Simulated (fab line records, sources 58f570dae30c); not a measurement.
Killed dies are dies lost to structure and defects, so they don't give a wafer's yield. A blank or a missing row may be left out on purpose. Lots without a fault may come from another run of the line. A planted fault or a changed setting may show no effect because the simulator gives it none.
Which tool did it? | flow berkeley_cmos170 | 14 lots, 42 wafers sampled, at 6 steps of a route of 331

WHAT THE GAUGES READ, wafer by wafer
UCB170_V1_CD_MEAS_90: target cd 700 nm. Usual: cd_nm 699.6 nm, standard deviation 1.6.
lot  | measured     | on        | cd_nm (nm)        | flag
L594 | day 7 16:25  | cd_sem-01 | 699.3 700.1 701.4 |
L595 | day 7 19:14  | cd_sem-01 | 700.5 698.8 699.4 |
L596 | day 7 19:32  | cd_sem-02 | 697.7 697.8 700.7 |
L598 | day 8 21:46  | cd_sem-01 | 697.6 697.4 700.1 |
L600 | day 9 01:35  | cd_sem-02 | 697.7 696.6 698.7 |
L599 | day 9 01:52  | cd_sem-01 | 701.8 700.4 702.9 |
L601 | day 9 06:52  | cd_sem-01 | 698.1 700.6 699.5 |
L610 | day 10 11:35 | cd_sem-01 | 698.5 699.1 698.4 |
L606 | day 10 11:53 | cd_sem-02 | 698.3 700.3 699.7 |
L613 | day 11 00:53 | cd_sem-02 | 703.5 701.2 701.6 |
L611 | day 11 03:02 | cd_sem-01 | 700.4 701.2 700.3 |
L614 | day 11 17:47 | cd_sem-02 | 701.1 703.2 700.5 |
L616 | day 12 00:54 | cd_sem-01 | 700.1 697.8 699.2 |
L617 | day 12 18:07 | cd_sem-02 | 702.3 701.8 702.6 |

UCB170_M3_OVL_MEAS_16. Usual: M3_OVL -2 nm, standard deviation 5.3.
lot  | measured     | on         | M3_OVL (nm) | flag
L594 | day 8 01:22  | overlay-02 | -3 3 -7     |
L595 | day 8 04:37  | overlay-02 | 0 8 5       |
L596 | day 8 04:52  | overlay-01 | 2 5 2       |
L598 | day 9 06:37  | overlay-01 | -3 -11 -7   |
L600 | day 9 11:45  | overlay-02 | -8 -5 -8    |
L599 | day 9 12:16  | overlay-01 | -1 -11 -7   |
L601 | day 9 15:53  | overlay-02 | 3 -6 0      |
L610 | day 10 23:04 | overlay-02 | 9 -1 -4     |
L606 | day 11 00:13 | overlay-01 | -4 -3 -8    |
L613 | day 11 09:36 | overlay-02 | -3 -6 1     |
L611 | day 11 10:08 | overlay-02 | 2 2 1       |
L614 | day 12 02:40 | overlay-02 | 0 6 2       |
L616 | day 12 09:42 | overlay-01 | -9 -5 -3    |
L617 | day 13 02:18 | overlay-01 | -6 5 -2     |

UCB170_M3_CD_MEAS_90: target cd 700 nm. Usual: cd_nm 701 nm, standard deviation 3.2.
lot  | measured     | on        | cd_nm (nm)  | flag
L594 | day 8 01:55  | cd_sem-02 | 704 698 699 |
L595 | day 8 05:00  | cd_sem-02 | 699 700 697 |
L596 | day 8 05:16  | cd_sem-01 | 701 701 703 |
L598 | day 9 07:01  | cd_sem-01 | 700 700 698 |
L600 | day 9 12:08  | cd_sem-01 | 706 706 701 |
L599 | day 9 12:37  | cd_sem-01 | 704 703 702 |
L601 | day 9 16:16  | cd_sem-01 | 705 701 705 |
L610 | day 10 23:26 | cd_sem-01 | 721 720 724 | OFF
L606 | day 11 00:35 | cd_sem-02 | 718 721 718 | OFF
L613 | day 11 09:58 | cd_sem-01 | 704 709 703 |
L611 | day 11 10:31 | cd_sem-01 | 700 698 695 |
L614 | day 12 03:02 | cd_sem-02 | 702 704 707 |
L616 | day 12 10:04 | cd_sem-01 | 693 703 695 |
L617 | day 13 02:41 | cd_sem-02 | 696 699 701 |

WHICH TOOL RAN EACH LOT (tool, then ch and the chambers of the sampled wafers, then the start)
lot  | UCB170_V1_STRIP_15                   | UCB170_M3_METAL_ETCH_18           | UCB170_M3_STRIP_19
L594 | plasma_asher-02 ch 0, day 7 16:19    | rie_metal-01 ch 0, day 8 01:26    | plasma_asher-02 ch 1, day 8 01:49
L595 | plasma_asher-02 ch 0,1, day 7 19:07  | rie_metal-02 ch 0, day 8 04:41    | plasma_asher-02 ch 1, day 8 04:53
L596 | plasma_asher-02 ch 0,1, day 7 19:25  | rie_metal-04 ch 0,1, day 8 05:00  | plasma_asher-02 ch 0,1, day 8 05:10
L598 | plasma_asher-04 ch 0,1, day 8 21:39  | rie_metal-01 ch 0,1, day 9 06:45  | plasma_asher-02 ch 0,1, day 9 06:55
L600 | plasma_asher-02 ch 0,1, day 9 01:29  | rie_metal-04 ch 0,1, day 9 11:51  | plasma_asher-01 ch 0,1, day 9 12:02
L599 | plasma_asher-04 ch 0,1, day 9 01:46  | rie_metal-01 ch 0,1, day 9 12:20  | plasma_asher-01 ch 0,1, day 9 12:31
L601 | plasma_asher-01 ch 0,1, day 9 06:41  | rie_metal-04 ch 0,1, day 9 15:58  | plasma_asher-01 ch 0,1, day 9 16:09
L610 | plasma_asher-01 ch 0,1, day 10 11:28 | rie_metal-01 ch 0,1, day 10 23:09 | plasma_asher-03 ch 0,1, day 10 23:20
L606 | plasma_asher-01 ch 0,1, day 10 11:47 | rie_metal-01 ch 0,1, day 11 00:17 | plasma_asher-03 ch 0,1, day 11 00:29
L613 | plasma_asher-04 ch 0, day 11 00:47   | rie_metal-02 ch 0, day 11 09:41   | plasma_asher-01 ch 0,1, day 11 09:52
L611 | plasma_asher-01 ch 0,1, day 11 02:55 | rie_metal-04 ch 0,1, day 11 10:13 | plasma_asher-02 ch 0,1, day 11 10:24
L614 | plasma_asher-02 ch 1, day 11 17:37   | rie_metal-04 ch 0, day 12 02:44   | plasma_asher-02 ch 0,1, day 12 02:55
L616 | plasma_asher-01 ch 1, day 12 00:48   | rie_metal-02 ch 0,1, day 12 09:46 | plasma_asher-03 ch 0, day 12 09:58
L617 | plasma_asher-02 ch 0,1, day 12 18:00 | rie_metal-04 ch 0,1, day 13 02:23 | plasma_asher-02 ch 0,1, day 13 02:34
- UCB170_V1_STRIP_15: strips in O2.
- UCB170_M3_METAL_ETCH_18: etches Al in Cl2/BCl3, stops on SiO2, target depth 1170 nm, time 195 s.
- UCB170_M3_STRIP_19: strips in O2.

WHAT THE TOOLS THEMSELVES READ (means of the sampled wafers that have a number; where no wafer has one, the mark that the record gives instead)
UCB170_V1_STRIP_15. Usual: drypump_motor_current_A 5.8 A, standard deviation 0.36; o2_flow_sccm 400.1 sccm, standard deviation 1.3; oes_product_au 0.722 a.u., standard deviation 0.0047; strip_time_to_endpoint_s 15.34 s, standard deviation 0.13.
lot  | tool            | drypump_motor_current_A (A) | o2_flow_sccm (sccm) | oes_product_au (a.u.) | strip_time_to_endpoint_s (s) | flag
L594 | plasma_asher-02 | 5.5                         | 401.5               | 0.723                 | 15.38                        |
L595 | plasma_asher-02 | 6.0                         | 399.9               | 0.722                 | 15.16                        |
L596 | plasma_asher-02 | 5.7                         | 401.6               | 0.723                 | 15.29                        |
L598 | plasma_asher-04 | 5.5                         | 400.5               | 0.722                 | 15.47                        |
L600 | plasma_asher-02 | 5.7                         | 398.8               | 0.720                 | 15.50                        |
L599 | plasma_asher-04 | 5.9                         | 400.6               | 0.719                 | 15.26                        |
L601 | plasma_asher-01 | 5.7                         | 399.7               | 0.725                 | 15.42                        |
L610 | plasma_asher-01 | 5.9                         | 400.4               | 0.721                 | 15.45                        |
L606 | plasma_asher-01 | 5.7                         | 399.8               | 0.722                 | 15.38                        |
L613 | plasma_asher-04 | 6.2                         | 400.7               | 0.723                 | 15.23                        |
L611 | plasma_asher-01 | 5.9                         | 398.9               | 0.720                 | 15.43                        |
L614 | plasma_asher-02 | 6.2                         | 398.2               | 0.719                 | 15.30                        |
L616 | plasma_asher-01 | 5.5                         | 401.0               | 0.721                 | 15.39                        |
L617 | plasma_asher-02 | 5.7                         | 400.4               | 0.721                 | 15.20                        |

UCB170_M3_METAL_ETCH_18. Usual: drypump_motor_current_A 6.0 A, standard deviation 0.37; oes_product_au 0.852 a.u., standard deviation 0.018; throttle_valve_pct 24.2 %, standard deviation 0.32.
lot  | tool         | drypump_motor_current_A (A) | oes_product_au (a.u.) | throttle_valve_pct (%) | flag
L594 | rie_metal-01 | 6.3                         | 0.842                 | 24.4                   |
L595 | rie_metal-02 | 5.5                         | 0.827                 | 24.0                   |
L596 | rie_metal-04 | 6.0                         | 0.842                 | 24.2                   |
L598 | rie_metal-01 | 6.2                         | 0.863                 | 24.2                   |
L600 | rie_metal-04 | 6.1                         | 0.843                 | 24.2                   |
L599 | rie_metal-01 | 6.3                         | 0.853                 | 24.3                   |
L601 | rie_metal-04 | 6.1                         | 0.840                 | 24.2                   |
L610 | rie_metal-01 | 6.3                         | 0.741                 | 24.3                   | OFF
L606 | rie_metal-01 | 6.3                         | 0.729                 | 24.4                   | OFF
L613 | rie_metal-02 | 5.5                         | 0.833                 | 24.0                   |
L611 | rie_metal-04 | 5.8                         | 0.852                 | 24.5                   |
L614 | rie_metal-04 | 6.3                         | 0.853                 | 23.9                   |
L616 | rie_metal-02 | 5.9                         | 0.836                 | 24.1                   |
L617 | rie_metal-04 | 5.7                         | 0.873                 | 24.5                   |

UCB170_M3_STRIP_19. Usual: drypump_motor_current_A 5.9 A, standard deviation 0.32; o2_flow_sccm 399.7 sccm, standard deviation 1.2; oes_product_au 0.545 a.u., standard deviation 0.02.
lot  | tool            | drypump_motor_current_A (A) | o2_flow_sccm (sccm) | oes_product_au (a.u.) | flag
L594 | plasma_asher-02 | 6.2                         | 400.0               | 0.575                 |
L595 | plasma_asher-02 | 6.2                         | 402.0               | 0.554                 |
L596 | plasma_asher-02 | 5.7                         | 400.1               | 0.529                 |
L598 | plasma_asher-02 | 5.7                         | 399.6               | 0.542                 |
L600 | plasma_asher-01 | 5.7                         | 399.5               | 0.530                 |
L599 | plasma_asher-01 | 5.7                         | 399.8               | 0.561                 |
L601 | plasma_asher-01 | 5.9                         | 399.3               | 0.533                 |
L610 | plasma_asher-03 | 6.2                         | 399.0               | 0.721                 | OFF
L606 | plasma_asher-03 | 6.2                         | 400.0               | 0.723                 | OFF
L613 | plasma_asher-01 | 5.8                         | 400.0               | 0.548                 |
L611 | plasma_asher-02 | 5.7                         | 399.9               | 0.537                 |
L614 | plasma_asher-02 | 6.0                         | 400.1               | 0.573                 |
L616 | plasma_asher-03 | 6.1                         | 399.7               | 0.541                 |
L617 | plasma_asher-02 | 5.9                         | 399.6               | 0.530                 |

THE ANSWER, worked out from the rows above alone
Rule: a lot is off if the mean of its wafers that have a number lies more than 3 standard deviations from the usual mean. A lot without any number at a reading at which 4 lots or more have one is off too. The other lots that the step has rows for count as sound. The gauges are gone through in route order, then the tools' own readings, and for those a lot's mean is taken as printed above. The first step at which some lot is off is used, and at that step the reading that is off furthest; a lot without a number counts as furthest.
Off: L610, L606, at UCB170_M3_CD_MEAS_90 (cd_nm).
A tool fits if, at a process step before that reading, it ran every lot that is off, and no sound lot after the first of them. The gauges at UCB170_M3_CD_MEAS_90 aren't tried: what is off there is off at UCB170_M3_METAL_ETCH_18 too, on other tools, and a gauge's error can't cause that. One fits: rie_metal-01 at UCB170_M3_METAL_ETCH_18. Its last sound lot is L599 (day 9 12:20), its first lot that is off L610 (day 10 23:09): a fault that began between those two fits.
The tool's own readings at UCB170_M3_METAL_ETCH_18 bear it out: on the lots that are off they differ by more than 5 times the standard deviation of the sound lots' means. oes_product_au reads 0.735 a.u. there against 0.846 a.u. on the sound lots.

WHAT THE SIMULATOR HAD PUT IN
Process parameter drift: rie_metal-01, from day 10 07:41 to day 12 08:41, at UCB170_M3_METAL_ETCH_18. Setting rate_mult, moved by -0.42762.
Lots struck among those shown: L610, L606. The rule above found the same.
